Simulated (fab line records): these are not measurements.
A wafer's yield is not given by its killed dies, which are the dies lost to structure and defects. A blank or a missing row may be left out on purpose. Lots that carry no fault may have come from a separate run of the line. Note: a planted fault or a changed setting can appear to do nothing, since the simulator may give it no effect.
Code-filled problem report in 8D (eight disciplines) form | flow berkeley cmos170 | the parts of the form that need people (team, actions taken, sign-off) are left out

1. THE PROBLEM
Across 9 wafers from 3 lots, PLDD_RS at UCB170_SDANNEAL_RS_MEAS_04 averages 1088 ohm/sq, while fault-free wafers read 1032 ohm/sq with a standard deviation of 3.2. That puts it +17 standard deviations away from the usual mean.
The step: measures by four-point-probe.
First observed at day 7 17:34: wafer L592.2, on film metro-01. The record has a number at this step for 45 wafers belonging to 15 lots. Rule for "out", or "out of limits": more than 4 standard deviations from the usual mean. The other wafers with a number count as sound.

2. WHAT IT IS, WHAT IT ISN'T
question                    | is                           | is not
which readings at this step | PLDD_RS                      | -
which lots                  | L592, L593, L600             | L587, L588, L589, L590, L591, L596, L602, L603, L604, L605, L609, L610
which wafers of those lots  | all that have a number       | -
read on which gauges        | film metro-01, film metro-03 | film metro-04
when                        | from day 7 17:34             | up to then (15 sound wafers); but 21 sound wafers of L596, L602, L603, L604, L605, L609, L610 came after

3. THE SUSPECTS, EACH WITH WHAT RULES IT OUT
Counting: any tool at a process step up to the reading is kept as a suspect provided that every lot that is out went through it and no sound lot did after the first of them.
- the gauge at UCB170_SDANNEAL_RS_MEAS_04 is ruled out. 2 gauges (film metro-01, film metro-03) read the wafers that are out.
- furnace-02 at UCB170_SPACER_ANNEAL_02 (time 1800 s): ruled out as a lasting fault. Following L592 (day 7 11:01), the first lot on it that is out, the sound lots L610 were run on it.
Left after counting: nothing in the record.

4. THE CAUSE (what the simulator had put in)
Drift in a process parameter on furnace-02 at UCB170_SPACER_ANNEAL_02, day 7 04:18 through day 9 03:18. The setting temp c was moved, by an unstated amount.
Counting ruled it out, wrongly: the rule takes a fault to strike every lot that its tool runs from its start on, and this one did not.

5. SEQUENCE OF EFFECTS, ordered by route
Each row: a reading where the mean over the struck wafers with a number is more than 3 standard deviations away from the usual. Only readings for which the record gives a usual standard deviation are gone through. hours: the time from each lot's start at the first step in this table that gives one to its start at this step, as a median over the lots. sigmas: the change in usual standard deviations.
hours | step                       | reading                | usual       | on struck wafers | change | sigmas
0     | UCB170_SPACER_ANNEAL_02    | spike tc centre C      | 901.7 C     | 886.7            | -15.0  | -16
0     | UCB170_SPACER_ANNEAL_02    | spike tc load C        | 922.7 C     | 905.3            | -17.4  | -8.3
0     | UCB170_SPACER_ANNEAL_02    | spike tc source C      | 923.0 C     | 905.4            | -17.6  | -7.7
0     | UCB170_SPACER_ANNEAL_02    | tube center temp C     | 900 C       | 885              | -15    | -99 or more
0     | UCB170_SPACER_ANNEAL_02    | tube_center_temp_C_max | 902.3       | 887.4            | -14.9  | -36
7     | UCB170_SDANNEAL_RS_MEAS_04 | PLDD_RS                | 1032 ohm/sq | 1088             | +56    | +17
It contains these process steps:
- UCB170_SPACER_ANNEAL_02: time 1800 s.

6. HOW IT WOULD HAVE BEEN CAUGHT EARLIER
In this record the first reading out of limits at a measuring or inspecting step was taken at day 7 17:34, 13 hours after the fault began at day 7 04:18.
At UCB170_SPACER_ANNEAL_02, the tool's own readings (spike tc centre C, spike tc load C, spike tc source C, tube center temp C, tube_center_temp_C_max) were out on each struck wafer the step has a row for, so an alarm limit on them would have fired on the first such wafer.
